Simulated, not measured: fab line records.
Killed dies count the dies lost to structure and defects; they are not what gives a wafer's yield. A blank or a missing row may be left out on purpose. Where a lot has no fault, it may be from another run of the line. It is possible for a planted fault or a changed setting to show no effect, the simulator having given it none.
One fault seen from 2 desks / flow berkeleyCmos170 / only its own numbers are on each desk; what lay behind them is given at the end

METROLOGY DESK
Means of the sampled wafers that have a number, per lot and without regard to the tool the lot ran on: this is what the gauges read. Any lot whose mean is over 4 standard deviations away from the usual mean is out of limits and marked OUT; that distance is given in the brackets.
Columns: A = PSD_RS at UCB170_SDANNEAL_RS_MEAS_02, usual 75.46 ohm/sq; B = M3_OVL at UCB170_M3_OVL_MEAS_16, usual -1 nm
lot=L968; first seen here=day 6 14:56; A=75.45; B=-4
lot=L970; first seen here=day 6 23:25; A=75.66; B=-8
lot=L972; first seen here=day 7 08:26; A=75.46; B=4
lot=L971; first seen here=day 7 10:17; A=75.12; B=2
lot=L973; first seen here=day 8 03:22; A=75.64; B=2
lot=L979; first seen here=day 8 16:28; A=75.66; B=1
lot=L976; first seen here=day 8 16:40; A=75.15; B=-6
lot=L974; first seen here=day 8 17:01; A=75.20; B=-8
lot=L978; first seen here=day 9 07:25; A=75.60; B=8
lot=L982; first seen here=day 10 14:14; A=75.14; B=-1
lot=L987; first seen here=day 10 19:09; A=76.00; B=-6
lot=L988; first seen here=day 11 05:05; A=75.36; B=2
lot=L989; first seen here=day 11 05:20; A=75.52; B=-7
lot=L991; first seen here=day 11 13:20; A=75.34; B=-1
Result from this desk: across the 14 lots, nothing is out of limits.

THE TOOL OWNER'S DESK: lithoTrack-02
The tool's own readings at UCB170_M3_SOFTBAKE_06 (time 60 s): means of the sampled wafers that have a number, for each lot that ran on this tool. Any lot whose mean is over 4 standard deviations away from the usual mean is out of limits and marked OUT; that distance is given in the brackets.
Columns: A = heaterPowerTotalW at UCB170_M3_SOFTBAKE_06, usual 56.80 W; B = runLengthS at UCB170_M3_SOFTBAKE_06, usual 89.13 s
lot=L968; first seen here=day 7 15:01; A=56.78; B=89.29
lot=L971; first seen here=day 8 11:32; A=56.81; B=89.35
lot=L973; first seen here=day 9 04:02; A=56.78; B=89.42
lot=L976; first seen here=day 9 16:08; A=56.79; B=89.38
lot=L979; first seen here=day 9 16:35; A=56.75; B=89.32
lot=L978; first seen here=day 10 07:20; A=62.49 (+99 or more) OUT; B=72.38 (-64) OUT
lot=L982; first seen here=day 11 12:50; A=62.50 (+99 or more) OUT; B=72.39 (-64) OUT
Finding of this desk: L978, L982 out of limits; the first was L978 at day 10 07:20, on heaterPowerTotalW at UCB170_M3_SOFTBAKE_06. L968, L971, L973, L976, L979 stayed within limits.

BROUGHT TOGETHER
An alarm could have come from the tool owner's desk at day 10 07:20, on L978, L982.
The metrology desk saw nothing out of limits.
The metrology desk has L978, L982 on record, within its limits.
Of the lots named, all ran UCB170_M3_SOFTBAKE_06 on lithoTrack-02.

WHAT WAS PUT IN BY THE SIMULATOR
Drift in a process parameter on lithoTrack-02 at UCB170_M3_SOFTBAKE_06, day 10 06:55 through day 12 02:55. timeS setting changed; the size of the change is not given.
Shown lots that were struck: L978, L982.
Delay in hours, fault start to first out-of-limits reading, by desk: the tool owner's desk at 0.
